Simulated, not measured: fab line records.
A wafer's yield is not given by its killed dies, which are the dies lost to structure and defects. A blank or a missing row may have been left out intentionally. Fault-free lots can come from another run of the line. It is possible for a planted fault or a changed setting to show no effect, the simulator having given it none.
Which tool was responsible? | flow berkeley-cmos170 | Sampling: 14 lots, 42 wafers, 4 of 331 route steps

WHAT EACH GAUGE READ, for each wafer
UCB170_GATE_OVL_MEAS_13. Usual: for GATE_OVL the level is -2 nm and the standard deviation is 5.3.
lot  | measured     | on         | GATE_OVL (nm) | flag
L252 | day 6 13:29  | overlay-02 | 10 -3 1       |
L256 | day 7 04:35  | overlay-02 | -12 -9 -6     |
L257 | day 7 05:10  | overlay-02 | 3 -7 -4       |
L258 | day 7 16:35  | overlay-02 | -2 -8 -3      |
L259 | day 7 21:23  | overlay-02 | -4 4 1        |
L260 | day 8 07:10  | overlay-02 | 7 3 -2        |
L261 | day 8 06:47  | overlay-02 | 1 -3 -2       |
L267 | day 9 12:59  | overlay-02 | 9 0 5         |
L268 | day 9 13:13  | overlay-02 | 2 -6 -1       |
L270 | day 9 20:46  | overlay-01 | 5 1 4         |
L271 | day 9 21:08  | overlay-02 | 8 -6 -7       |
L272 | day 10 17:35 | overlay-02 | -3 2 -4       |
L273 | day 11 03:34 | overlay-02 | 6 14 -3       |
L275 | day 11 09:53 | overlay-01 | -8 -12 -8     |

UCB170_NLDD_TW_MEAS_11. Usual: for NLDD_TW the level is 2227 and the standard deviation is 25.
lot  | measured     | on            | NLDD_TW        | flag
L252 | day 6 18:04  | film-metro-02 | 2192 2205 2184 |
L256 | day 7 08:34  | film-metro-04 | 2252 2247 2245 |
L257 | day 7 09:34  | film-metro-04 | 2258 2247 2238 |
L260 | day 8 11:38  | film-metro-02 | 2182 2191 2185 |
L261 | day 8 11:24  | film-metro-04 | 2250 2235 2254 |
L267 | day 9 18:39  | film-metro-04 | 2244 2248 2265 |
L268 | day 9 18:34  | film-metro-02 | 2208 2190 2193 |
L270 | day 10 01:10 | film-metro-02 | 2190 2189 2190 |
L271 | day 10 01:49 | film-metro-02 | 2194 2207 2176 |
L272 | day 10 21:17 | film-metro-04 | 2234 2246 2239 |
L273 | day 11 09:04 | film-metro-02 | 2199 2187 2201 |
L275 | day 11 14:46 | film-metro-04 | 2227 2221 2237 |

UCB170_M2_RS_MEAS_02: uses a four-point probe to measure. Usual: for M2_AL_RS the level is 0.0320 ohm/sq and the standard deviation is 0.00034.
lot  | measured     | on            | M2_AL_RS (ohm/sq)    | flag
L252 | day 7 22:07  | film-metro-03 | 0.0322 0.0322 0.0321 |
L256 | day 8 10:25  | film-metro-01 | 0.0320 0.0321 0.0321 |
L257 | day 8 09:57  | film-metro-01 | 0.0324 0.0321 0.0322 |
L260 | day 9 18:16  | film-metro-01 | 0.0326 0.0325 0.0325 |
L261 | day 9 18:05  | film-metro-04 | 0.0319 0.0324 0.0322 |
L267 | day 10 18:00 | film-metro-01 | 0.0321 0.0320 0.0322 |
L268 | day 11 00:30 | film-metro-03 | 0.0316 0.0314 0.0315 |
L270 | day 11 00:41 | film-metro-04 | 0.0324 0.0325 0.0324 |
L271 | day 11 03:01 | film-metro-03 | 0.0320 0.0320 0.0321 |
L272 | day 11 23:29 | film-metro-01 | 0.0319 0.0316 0.0315 |
L273 | day 12 11:59 | film-metro-03 | 0.0315 0.0316 0.0313 |
L275 | day 12 22:26 | film-metro-01 | 0.0313 0.0314 0.0312 |

EACH LOT AND THE TOOL THAT RAN IT (in order: tool; ch and the chambers of the sampled wafers; start)
lot  | UCB170_GATE_ANNEAL_03
L252 | furnace-04 ch 0, day 6 07:39
L256 | furnace-01 ch 0, day 7 00:32
L257 | furnace-01 ch 0, day 7 00:32
L258 | furnace-02, day 7 11:28
L259 | furnace-01, day 7 15:44
L260 | furnace-02 ch 0, day 8 02:40
L261 | furnace-02 ch 0, day 8 02:40
L267 | furnace-02 ch 0, day 9 08:56
L268 | furnace-02 ch 0, day 9 08:56
L270 | furnace-04 ch 0, day 9 15:50
L271 | furnace-04 ch 0, day 9 15:50
L272 | furnace-01 ch 0, day 10 11:50
L273 | furnace-04 ch 0, day 10 23:23
L275 | furnace-04 ch 0, day 11 05:08
- UCB170_GATE_ANNEAL_03: time 1800 s.

WHAT THE TOOLS THEMSELVES READ (means of the sampled wafers that have a number; where no wafer has one, the mark that the record gives instead)
UCB170_GATE_ANNEAL_03. Usual: spike-tc-centre-C 902.3 C, standard deviation 1; spike-tc-load-C 922.0 C, standard deviation 2.4.
lot  | tool       | spike-tc-centre-C (C) | spike-tc-load-C (C) | flag
L252 | furnace-04 | 902.4                 | 919.4               |
L256 | furnace-01 | 901.8                 | 923.1               |
L257 | furnace-01 | 902.7                 | 923.4               |
L258 | furnace-02 | -                     | -                   | OFF
L259 | furnace-01 | -                     | -                   | OFF
L260 | furnace-02 | 901.8                 | 923.8               |
L261 | furnace-02 | 902.9                 | 924.4               |
L267 | furnace-02 | 901.1                 | 924.7               |
L268 | furnace-02 | 903.0                 | 923.7               |
L270 | furnace-04 | 901.3                 | 920.0               |
L271 | furnace-04 | 902.6                 | 919.9               |
L272 | furnace-01 | 901.6                 | 923.3               |
L273 | furnace-04 | 903.4                 | 920.2               |
L275 | furnace-04 | 903.5                 | 920.0               |

THE ANSWER, worked out from the rows above alone
Rule: take the mean of a lot's wafers that have a number; if it is more than 3 standard deviations from the usual mean, the lot is off. A lot without any number at a reading at which 4 lots or more have one is off too. All remaining lots with rows at the step are treated as sound. After the gauges, taken in route order, come the tools' own readings; for these a lot's mean is taken, as printed above. At the first step where some lot is off, the reading lying furthest off is the one used; lots without a number count as furthest.
Off: L258, L259, at UCB170_GATE_ANNEAL_03 (spike-tc-centre-C). Without a number there: L258, L259.
If a tool, at that step or one of the process steps before it, ran each lot that is off and ran no sound lot following the first of them, it fits. Of those tried, none fits.

WHAT WAS PUT IN BY THE SIMULATOR
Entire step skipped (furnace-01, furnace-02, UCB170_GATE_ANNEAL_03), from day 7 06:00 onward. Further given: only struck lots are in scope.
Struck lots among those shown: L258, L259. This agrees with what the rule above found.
